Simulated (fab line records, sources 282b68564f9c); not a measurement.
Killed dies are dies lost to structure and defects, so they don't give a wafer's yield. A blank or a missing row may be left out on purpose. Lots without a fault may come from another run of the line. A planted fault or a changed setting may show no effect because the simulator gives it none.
Which tool did it? | flow rit_cmos | 14 lots, 42 wafers sampled, at 5 steps of a route of 202

WHAT THE GAUGES READ, wafer by wafer
RIT_GATE_OVL_MEAS_17.
lot  | measured    | on         | GATE_OVL (nm)
L200 | day 2 23:09 | overlay-01 | 2.2 1.6 2.7
L202 | day 3 08:56 | overlay-01 | -3.0 -1.2 -2.9
L203 | day 3 12:13 | overlay-01 | -3.3 -0.7 -1.3
L206 | day 4 01:59 | overlay-01 | -3.3 -1.2 -1.4
L208 | day 4 11:25 | overlay-01 | -1.2 -0.2 -2.2
L209 | day 4 17:17 | overlay-01 | -0.1 0.3 1.6
L210 | day 4 21:14 | overlay-01 | -1.9 -1.4 -2.7
L212 | day 5 06:21 | overlay-02 | 0.5 -1.1 -1.9
L214 | day 5 11:19 | overlay-02 | -1.2 0.8 -1.5
L215 | day 5 21:24 | overlay-01 | -1.3 -2.5 -3.1
L217 | day 6 07:40 | overlay-01 | -1.5 0.4 -0.6
L219 | day 6 13:16 | overlay-01 | 0.0 1.3 2.1
L221 | day 7 02:09 | overlay-02 | -2.1 -2.0 -3.0
L222 | day 7 08:59 | overlay-02 | -2.1 -0.7 -0.5

RIT_NSD_TW_MEAS_10.
lot  | measured    | on            | NSD_TW
L200 | day 3 10:24 | film_metro-02 | 3140 3130 3140
L202 | day 3 20:08 | film_metro-02 | 3120 3119 3142
L203 | day 4 02:02 | film_metro-01 | 3163 3146 3153
L206 | day 4 14:59 | film_metro-01 | 3158 3138 3152
L208 | day 4 23:47 | film_metro-02 | 3157 3131 3144
L209 | day 5 04:17 | film_metro-01 | 3137 3143 3136
L210 | day 5 08:17 | film_metro-02 | 3122 3125 3126
L212 | day 5 17:13 | film_metro-02 | 3127 3156 3141
L214 | day 5 23:59 | film_metro-01 | 3408 3399 3403
L215 | day 6 10:29 | film_metro-02 | 3144 3139 3133
L217 | day 6 19:07 | film_metro-01 | 3143 3142 3140
L219 | day 7 01:07 | film_metro-01 | 3395 3403 3392
L221 | day 7 15:03 | film_metro-01 | 3137 3142 3137
L222 | day 7 21:44 | film_metro-02 | 3132 3124 3114

RIT_SDANNEAL_RS_MEAS_05: measures by four-point-probe.
lot  | measured    | on            | NSD_RS (ohm/sq)
L200 | day 3 12:54 | film_metro-02 | 83.98 84.40 84.33
L202 | day 3 22:19 | film_metro-01 | 84.69 85.01 84.80
L203 | day 4 04:24 | film_metro-02 | 84.83 84.92 84.81
L206 | day 4 17:34 | film_metro-01 | 84.59 84.73 84.56
L208 | day 5 01:50 | film_metro-01 | 84.64 84.80 84.62
L209 | day 5 06:19 | film_metro-01 | 84.21 84.43 84.40
L210 | day 5 10:26 | film_metro-02 | 85.14 85.07 84.94
L212 | day 5 19:24 | film_metro-01 | 84.27 84.30 84.18
L214 | day 6 02:08 | film_metro-01 | 61.92 62.00 61.99
L215 | day 6 12:40 | film_metro-02 | 84.41 84.54 84.61
L217 | day 6 21:13 | film_metro-01 | 84.36 84.71 84.17
L219 | day 7 03:17 | film_metro-01 | 62.06 62.14 62.25
L221 | day 7 17:14 | film_metro-02 | 84.60 84.48 84.33
L222 | day 7 23:57 | film_metro-02 | 84.76 84.64 84.57

WHICH TOOL RAN EACH LOT (tool, then ch and the chambers of the sampled wafers, then the start)
lot  | RIT_PLDD_STRIP_09                   | RIT_NSD_IMPLANT_08
L200 | plasma_asher-02 ch 0,1, day 3 06:11 | implanter-01 ch 0, day 3 10:05
L202 | plasma_asher-02 ch 0,1, day 3 16:02 | implanter-01 ch 0, day 3 19:49
L203 | plasma_asher-02 ch 0,1, day 3 21:47 | implanter-03 ch 0, day 4 01:43
L206 | plasma_asher-04 ch 0, day 4 10:54   | implanter-02 ch 0, day 4 14:40
L208 | plasma_asher-04 ch 0,1, day 4 19:03 | implanter-01 ch 0, day 4 23:30
L209 | plasma_asher-03 ch 0,1, day 5 00:07 | implanter-01 ch 0, day 5 03:58
L210 | plasma_asher-02 ch 0,1, day 5 03:43 | implanter-03 ch 0, day 5 07:58
L212 | plasma_asher-02 ch 0,1, day 5 12:47 | implanter-02 ch 0, day 5 16:56
L214 | plasma_asher-02 ch 0,1, day 5 19:22 | implanter-01 ch 0, day 5 23:40
L215 | plasma_asher-04 ch 0,1, day 6 04:29 | implanter-02 ch 0, day 6 10:10
L217 | plasma_asher-04 ch 0,1, day 6 14:47 | implanter-03 ch 0, day 6 18:50
L219 | plasma_asher-04 ch 0, day 6 19:52   | implanter-01 ch 0, day 7 00:47
L221 | plasma_asher-04 ch 0,1, day 7 10:50 | implanter-03 ch 0, day 7 14:43
L222 | plasma_asher-04 ch 0,1, day 7 17:41 | implanter-03 ch 0, day 7 21:26
- RIT_PLDD_STRIP_09: strips in O2, time 180 s.
- RIT_NSD_IMPLANT_08

WHAT THE TOOLS THEMSELVES READ (means of the sampled wafers that have a number; where no wafer has one, the mark that the record gives instead)
RIT_PLDD_STRIP_09.
lot  | tool            | drypump_motor_current_A (A) | o2_flow_sccm (sccm)
L200 | plasma_asher-02 | 6.1                         | 3992
L202 | plasma_asher-02 | 5.9                         | 4009
L203 | plasma_asher-02 | 5.9                         | 4004
L206 | plasma_asher-04 | 5.3                         | 4010
L208 | plasma_asher-04 | 5.4                         | 4007
L209 | plasma_asher-03 | 5.5                         | 3998
L210 | plasma_asher-02 | 5.9                         | 4009
L212 | plasma_asher-02 | 6.1                         | 4004
L214 | plasma_asher-02 | 5.9                         | 4006
L215 | plasma_asher-04 | 5.6                         | 4025
L217 | plasma_asher-04 | 5.4                         | 4003
L219 | plasma_asher-04 | 5.3                         | 4010
L221 | plasma_asher-04 | 5.4                         | 4005
L222 | plasma_asher-04 | 5.6                         | 4010

RIT_NSD_IMPLANT_08.
lot  | tool         | dose_ions_cm2 | end_station_pressure_torr (Torr) | faraday_current_uA
L200 | implanter-01 | 1.001e+15     | 7.6e-06                          | 3113
L202 | implanter-01 | 9.997e+14     | 7.6e-06                          | 3150
L203 | implanter-03 | 1.002e+15     | 7.4e-06                          | 3158
L206 | implanter-02 | 1.001e+15     | 7.3e-06                          | 3159
L208 | implanter-01 | 9.999e+14     | 7.4e-06                          | 3059
L209 | implanter-01 | 1.000e+15     | 7.6e-06                          | 3143
L210 | implanter-03 | 1.001e+15     | 8.0e-06                          | 3073
L212 | implanter-02 | 9.994e+14     | 7.0e-06                          | 3106
L214 | implanter-01 | 1.502e+15     | 9.6e-06                          | 4729
L215 | implanter-02 | 1.000e+15     | 7.2e-06                          | 3096
L217 | implanter-03 | 9.997e+14     | 7.6e-06                          | 3136
L219 | implanter-01 | 1.503e+15     | 8.8e-06                          | 4720
L221 | implanter-03 | 9.973e+14     | 7.6e-06                          | 3103
L222 | implanter-03 | 9.990e+14     | 7.2e-06                          | 3106

THE ANSWER, worked out from the rows above alone
Rule: what is usual is taken from the lots themselves. Put in order of their means at a reading, lots are off if they are a third of the lots or fewer, leave a main group of 4 or more, and stand apart from it by a gap of 3 or more times the standard deviation of the main group's means; of several such gaps the widest counts. A main group whose means are all the same, to the digits that the tables above print for the reading, isn't used. A lot without any number at a reading at which 4 lots or more have one is off too. The other lots that the step has rows for count as sound. The gauges are gone through in route order, then the tools' own readings, and for those a lot's mean is taken as printed above. The first step at which some lot is off is used, and at that step the reading that is off furthest; a lot without a number counts as furthest.
Off: L214, L219, at RIT_NSD_TW_MEAS_10 (NSD_TW). The main group: mean 3138, standard deviation 9.
A tool fits if, at a process step before that reading, it ran every lot that is off, and no sound lot after the first of them. The gauges at RIT_NSD_TW_MEAS_10 aren't tried: what is off there is off at RIT_NSD_IMPLANT_08 too, on other tools, and a gauge's error can't cause that. One fits: implanter-01 at RIT_NSD_IMPLANT_08. Its last sound lot is L209 (day 5 03:58), its first lot that is off L214 (day 5 23:40): a fault that began between those two fits.
The tool's own readings at RIT_NSD_IMPLANT_08 bear it out: on the lots that are off they differ by more than 5 times the standard deviation of the sound lots' means. dose_ions_cm2 reads 1.502e+15 there against 1.000e+15 on the sound lots; end_station_pressure_torr reads 9.2e-06 Torr there against 7.5e-06 Torr on the sound lots; faraday_current_uA reads 4724 there against 3117 on the sound lots.

WHAT THE SIMULATOR HAD PUT IN
Process parameter drift: implanter-01, from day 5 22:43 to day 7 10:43, at RIT_NSD_IMPLANT_08. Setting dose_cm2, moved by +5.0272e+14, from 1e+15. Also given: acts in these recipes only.
Lots struck among those shown: L214, L219. The rule above found the same.
